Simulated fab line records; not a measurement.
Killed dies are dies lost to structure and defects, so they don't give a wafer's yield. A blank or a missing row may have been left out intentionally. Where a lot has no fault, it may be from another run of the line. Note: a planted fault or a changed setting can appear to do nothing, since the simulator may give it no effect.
fab line records -- flow ritCmos
[record] lots = 12, wafers = 36, lastDay = 6
route steps=202 shown NWELL@31
lots that met no fault: taken from a fault-free run of the same line
startH: hours from the record's first day to the start of the lot's first wafer shown -- waitH: hours since the lot's step before -- " identical to the entry in the row above -- L1.1+2: several wafers, shown together as one row -- - no value present, or no start provided -- * or withheld: withheld -- < > ~ a bound
route shown NAME@n: names a module that has steps shown in the file, with the first one's number in the route -- usual: mean/standard deviation of fault-free wafers -- same: alike in all rows -- chamber/n: place in a boat -- sites: the reading at each site -- _std_site: the values' standard deviation -- _edge_site: outer sites' mean less inner sites' -- radiusMm: for every site, how far away it sits from the centre of the wafer -- mask NAME#n: copy n -- behind: tool/chamber where the wafer was last shaped -- hold: why the lot was held/for how many hours/how that ended -- device: the n, p or np transistor that did not switch -- end of line: tests run on the same wafers once the route is complete -- a step given without rows: its recipe and nothing more -- killed: at the first sort, the dies lost to defects and structure; wafer yield is something else -- map: shows each die of a wafer: x if killed, . if not, _ if none is there
set.NAME: the run value of the setting; set.NAME@STEP: its run value at that earlier step -- model.NAME: the simulator's own value behind a step, which no gauge read
route steps across a sampled set of lots; one table per step, one row per wafer
services: when a tool's chamber went out of use (startH, in hours from the record's first day, below 0 if earlier), for how many hours, and the reason
[[steps]]
[step RIT_NWELL_EXPOSE_03]
[recipe] maskId = M2, na = 0.57, targetCdNm = 43900, doseMj = 250
[usual] reticleTempC = 23.04/0.11, stageVelMmS = 499.96/0.27
lot.wafer,tool,chamber,startH,waitH,mask,reticleTempC,stageVelMmS
L855.3,ilineStepper-02,0,26.15,0.2,M2#0,23.06,499.73
L855.5,ilineStepper-02,0,26.15,0.2,M2#0,22.92,499.66
L855.6,ilineStepper-02,0,26.15,0.2,M2#0,23.03,499.67
L856.1,ilineStepper-01,0,30.49,0.2,M2#0,22.91,499.97
L856.2,ilineStepper-01,0,30.49,0.2,M2#0,23.06,499.99
L856.4,ilineStepper-01,0,30.49,0.2,M2#0,23.12,499.71
L857.2,ilineStepper-01,0,35.49,0.1,M2#0,23.17,499.60
L857.3,ilineStepper-01,0,35.49,0.1,M2#0,23.12,500.14
L857.6,ilineStepper-01,0,35.49,0.1,M2#0,23.02,500.03
L858.2,ilineStepper-02,0,39.40,0.2,M2#0,22.90,499.92
L858.3,ilineStepper-02,0,39.40,0.2,M2#0,22.97,499.98
L858.5,ilineStepper-02,0,39.40,0.2,M2#0,22.99,500.24
L859.1,ilineStepper-02,0,43.06,0.1,M2#0,23.04,500.14
L859.3,ilineStepper-02,0,43.06,0.1,M2#0,22.97,500.05
L859.6,ilineStepper-02,0,43.06,0.1,M2#0,23.01,499.93
L860.3,ilineStepper-01,0,48.60,0.2,M2#0,22.81,500.09
L860.4,ilineStepper-01,0,48.60,0.2,M2#0,23.07,500.02
L860.5,ilineStepper-01,0,48.60,0.2,M2#0,22.98,499.67
L861.1,ilineStepper-01,0,52.23,0.1,M2#0,23.24,499.67
L861.3,ilineStepper-01,0,52.23,0.1,M2#0,23.13,499.75
L861.6,ilineStepper-01,0,52.23,0.1,M2#0,23.17,499.75
L862.1,ilineStepper-01,0,58.03,0.1,M2#0,22.92,500.50
L862.4,ilineStepper-01,0,58.03,0.1,M2#0,22.97,500.29
L862.6,ilineStepper-01,0,58.03,0.1,M2#0,23.00,500.36
L863.2,ilineStepper-02,0,61.87,0.2,M2#0,23.19,499.80
L863.4,ilineStepper-02,0,61.87,0.2,M2#0,23.10,499.94
L863.5,ilineStepper-02,0,61.87,0.2,M2#0,22.99,500.14
L869.1,ilineStepper-02,0,91.41,0.2,M2#0,23.00,499.91
L869.2,ilineStepper-02,0,91.41,0.2,M2#0,23.08,499.85
L869.6,ilineStepper-02,0,91.41,0.2,M2#0,23.20,500.08
L870.2,ilineStepper-02,0,98.53,0.1,M2#0,23.26,500.53
L870.4,ilineStepper-02,0,98.53,0.1,M2#0,23.32,500.13
L870.6,ilineStepper-02,0,98.53,0.1,M2#0,23.22,500.41
L871.1,ilineStepper-02,0,101.31,0.1,M2#0,22.87,499.78
L871.2,ilineStepper-02,0,101.31,0.1,M2#0,22.90,499.98
L871.4,ilineStepper-02,0,101.31,0.1,M2#0,22.81,500.12
[step RIT_NWELL_OVL_MEAS_06]
[usual] NWELL_OVL = 1.1/1.1
lot.wafer,tool,chamber,startH,waitH,NWELL_OVL[nm]
L855.3,overlay-02,-,26.55,-,0.6
L855.5,overlay-02,-,26.55,-,0.6
L855.6,overlay-02,-,26.55,-,1.5
L856.1,overlay-02,-,30.92,-,1.0
L856.2,overlay-02,-,30.92,-,-0.3
L856.4,overlay-02,-,30.92,-,0.0
L857.2,overlay-01,-,35.91,-,1.7
L857.3,overlay-01,-,35.91,-,2.6
L857.6,overlay-01,-,35.91,-,1.6
L858.2,overlay-02,-,39.82,-,2.1
L858.3,overlay-02,-,39.82,-,-0.3
L858.5,overlay-02,-,39.82,-,0.1
L859.1,overlay-01,-,43.49,-,2.2
L859.3,overlay-01,-,43.49,-,3.1
L859.6,overlay-01,-,43.49,-,2.5
L860.3,overlay-01,-,49.00,-,-1.4
L860.4,overlay-01,-,49.00,-,-0.8
L860.5,overlay-01,-,49.00,-,0.5
L861.1,overlay-02,-,52.66,-,0.8
L861.3,overlay-02,-,52.66,-,0.6
L861.6,overlay-02,-,52.66,-,0.1
L862.1,overlay-01,-,58.46,-,2.3
L862.4,overlay-01,-,58.46,-,0.5
L862.6,overlay-01,-,58.46,-,1.1
L863.2,overlay-01,-,62.29,-,1.0
L863.4,overlay-01,-,62.29,-,1.7
L863.5,overlay-01,-,62.29,-,2.3
L869.1,overlay-02,-,91.84,-,5.5
L869.2,overlay-02,-,91.84,-,4.1
L869.6,overlay-02,-,91.84,-,3.6
L870.2,overlay-02,-,98.95,-,3.6
L870.4,overlay-02,-,98.95,-,4.7
L870.6,overlay-02,-,98.95,-,3.8
L871.1,overlay-02,-,101.74,-,5.2
L871.2,overlay-02,-,101.74,-,5.3
L871.4,overlay-02,-,101.74,-,4.5
[[services]]
tool,chamber,startH,hours,kind
ilineStepper-01,-,23.22,1.2,repair
ilineStepper-02,-,43.42,1.7,pm
[[key]]
[firstSign] step = RIT_NWELL_OVL_MEAS_06, reading = NWELL_OVL, direction = up, sigmas = 3, usual = 1.1, struck = 4.5
effect none on later readings
metAt RIT_NWELL_EXPOSE_03
struckLots L869,L870,L871
testerLeftOut L869,L870,L871
onsetBetween 61.87 91.41
alsoFits time
[fault] kind = scannerMatchingOverlay, tool = ilineStepper-02, chamber = -, onsetH = 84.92, steps = RIT_NWELL_EXPOSE_03, offset = 4.2841
// testerLeftOut: of these lots the tester's yield and bins aren't shown, on N5 and GAA mostly nor the transistor test; their killed dies are dies lost to structure and defects alone, not to doping, threshold or leakage, so they don't give the yield
